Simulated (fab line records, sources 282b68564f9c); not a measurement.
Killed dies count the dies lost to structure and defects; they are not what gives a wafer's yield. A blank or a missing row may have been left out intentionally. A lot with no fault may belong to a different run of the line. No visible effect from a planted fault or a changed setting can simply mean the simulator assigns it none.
Comparing a struck lot with a sound one ; flow rit_cmos ; 27 steps out of a route of 202
Sound: these wafers, L413.3, L413.4, L413.6. Struck: wafer L415.2 (L415.3, L415.4, from the same lot, were not struck and are left out); the cause is given at the end.
For every step that has rows: the tool of each side, followed by ch and its chambers, followed by its first start. Under that, the readings that differ: sound wafers ; struck wafers ; difference of the means ; sigmas: that difference in standard deviations of wafers without a fault.
alike: a reading whose means differ by less than 2 such deviations, as well as words and numbers matching on both sides. not compared: withheld readings; readings where some wafer has no value; bounds like >300 that might hide an equal value; numbers whose values overlap and for which the record gives no deviation.
Wherever a step has rows on one side only, a row that says differs or no value, or a row with sigmas, the two part there. Numbers that have no deviation but don't overlap get no sigmas and don't part them. A reading missing from all wafers of one side parts the sides only when that side holds two or more wafers.

first, 4 steps without rows for these wafers: RIT_CONTACT_SOFTBAKE_04 (time 60 s); RIT_CONTACT_EXPOSE_05 (exposes mask M11, target cd 1000 nm); RIT_CONTACT_PEB_06; RIT_CONTACT_DEVELOP_07 (develop time 120 s).
RIT_CONTACT_CD_MEAS_08: target cd 1000 nm.
  struck on cd_sem-02, day 4 00:17; sound on cd_sem-01, day 3 13:21
  alike: cd_nm
RIT_CONTACT_OVL_MEAS_09:
  struck on overlay-01, day 4 00:24; sound on overlay-01, day 3 13:26
  alike: CONTACT_OVL
then, 1 step without rows for these wafers: RIT_CONTACT_HARDBAKE_10 (time 60 s).
RIT_CONTACT_ETCH_11: etches SiO2 in CHF3/CF4/Ar, stops on TiSi2, target depth 480 nm, time 320 s.
  sound on rie_diel-01 ch 0,2, day 3 13:37; struck on rie_diel-04 ch 2, day 4 00:35
  alike: drypump_motor_current_A, oes_product_au, throttle_valve_pct
  not compared: rf_hours_counter_h
RIT_CONTACT_STRIP_12: strips in O2, time 180 s.
  sound on plasma_asher-02 ch 0,1, day 3 13:52; struck on plasma_asher-04 ch 1, day 4 00:46
reading;sound;struck;difference;sigmas
rf_hours_counter_h (h);- - -;43;no value on the sound wafers;
  alike: drypump_motor_current_A
RIT_CONTACT_CD_MEAS_90: target cd 1000 nm.
  struck on cd_sem-01, day 4 00:58; sound on cd_sem-02, day 3 14:02
  alike: cd_nm
then, 2 steps without rows for these wafers: RIT_CONTACT_CLEAN_13 (cleans in SC1, time 600 s); RIT_CONTACT_CLEAN_14 (cleans in SC2, time 600 s).
RIT_M1_SPUTTER_00: material Al, target thk 400 nm, time 500 s.
  struck on pvd_sputter-04, day 4 01:27; sound on pvd_sputter-01, day 3 14:28
reading;sound;struck;difference;sigmas
model.Al_of_M1_SPUTTER_00.thk_nm (nm);395.4 396.6 395.7;622.7;+226.8;
  alike: throttle_valve_pct
RIT_M1_RS_MEAS_01: a four-point-probe measurement.
  struck on film_metro-03, day 4 01:46; sound on film_metro-02, day 3 14:47
reading;sound;struck;difference;sigmas
M1_AL_RS (ohm/sq);0.0742 0.0741 0.0742;0.0467;-0.0275;-36
RIT_M1_THK_MEAS_02: measures by xrf.
  struck on film_metro-03, day 4 01:52; sound on film_metro-02, day 3 14:53
reading;sound;struck;difference;sigmas
M1_AL_THK (nm);391 390 389;618;+228;+50
then, 6 steps without rows for these wafers: RIT_M1_HMDS_03 (prime time 60 s); RIT_M1_COAT_04 (resist thk 1300 nm); RIT_M1_SOFTBAKE_05 (time 60 s); RIT_M1_EXPOSE_06 (exposes mask M12, target cd 2600 nm); RIT_M1_PEB_07; RIT_M1_DEVELOP_08 (develop time 68 s).
RIT_M1_CD_MEAS_09: target cd 2600 nm.
  struck on cd_sem-02, day 4 02:49; sound on cd_sem-02, day 3 15:58
  alike: cd_nm
RIT_M1_OVL_MEAS_10:
  struck on overlay-01, day 4 02:56; sound on overlay-02, day 3 16:04
  alike: M1_OVL
then, 1 step without rows for these wafers: RIT_M1_HARDBAKE_11 (time 120 s).
RIT_M1_METAL_ETCH_12: etches Al in Cl2/BCl3, stops on SiO2, time 165 s, target depth 600 nm.
  sound on rie_metal-02 ch 0,1, day 3 16:23; struck on rie_metal-04 ch 1, day 4 03:13
reading;sound;struck;difference;sigmas
oes_product_au (a.u.);0.783 0.763 0.780;1.023;+0.248;+19
rf_hours_counter_h (h);- - -;1;no value on the sound wafers;
  alike: bcl3_flow_sccm, drypump_motor_current_A, throttle_valve_pct
then, 1 step without rows for these wafers: RIT_M1_STRIP_13 (strips in nmp, time 600 s).
RIT_M1_PROBE_99:
  struck on prober-02, day 4 05:31; sound on prober-02, day 3 18:41
reading;sound;struck;difference;sigmas
defect_limited_yield (%);97.7 98.1 97.3;0.8;-96.9;-97
killed_at_M0_to_M3;0 0 0;255;+255;+99 or more
killed_dies;6 5 7;262;+256;+95
killed_on_rim;1 1 1;69;+68;+57
model.etest.tester.sort_n_pass;258 259 257;2;-256;
model.etest.tester.sort_yield_pct (%);97.73 98.11 97.35;0.7576;-96.9724;
model.etest.tester.sort_bin_5_pct (%);0.7576 1.894 1.136;98.11;+96.85;
model.etest.retro_edge_nmos.over_limit;0 0 0;1;+1;
model.etest.diode_nwell_sub.over_limit;0 0 0;1;+1;
model.etest.ppoly_sal.short;0 0 0;1;+1;
model.etest.nmos_0p3.over_limit;0 0 0;1;+1;
  alike: killed_at_front_end, killed_open, killed_short
  not compared: model.etest.tester.sort_bin_3_pct

## WHERE THEY PART
First at RIT_CONTACT_STRIP_12; last, within this record, at RIT_M1_PROBE_99.

WHY: what had been put in by the simulator
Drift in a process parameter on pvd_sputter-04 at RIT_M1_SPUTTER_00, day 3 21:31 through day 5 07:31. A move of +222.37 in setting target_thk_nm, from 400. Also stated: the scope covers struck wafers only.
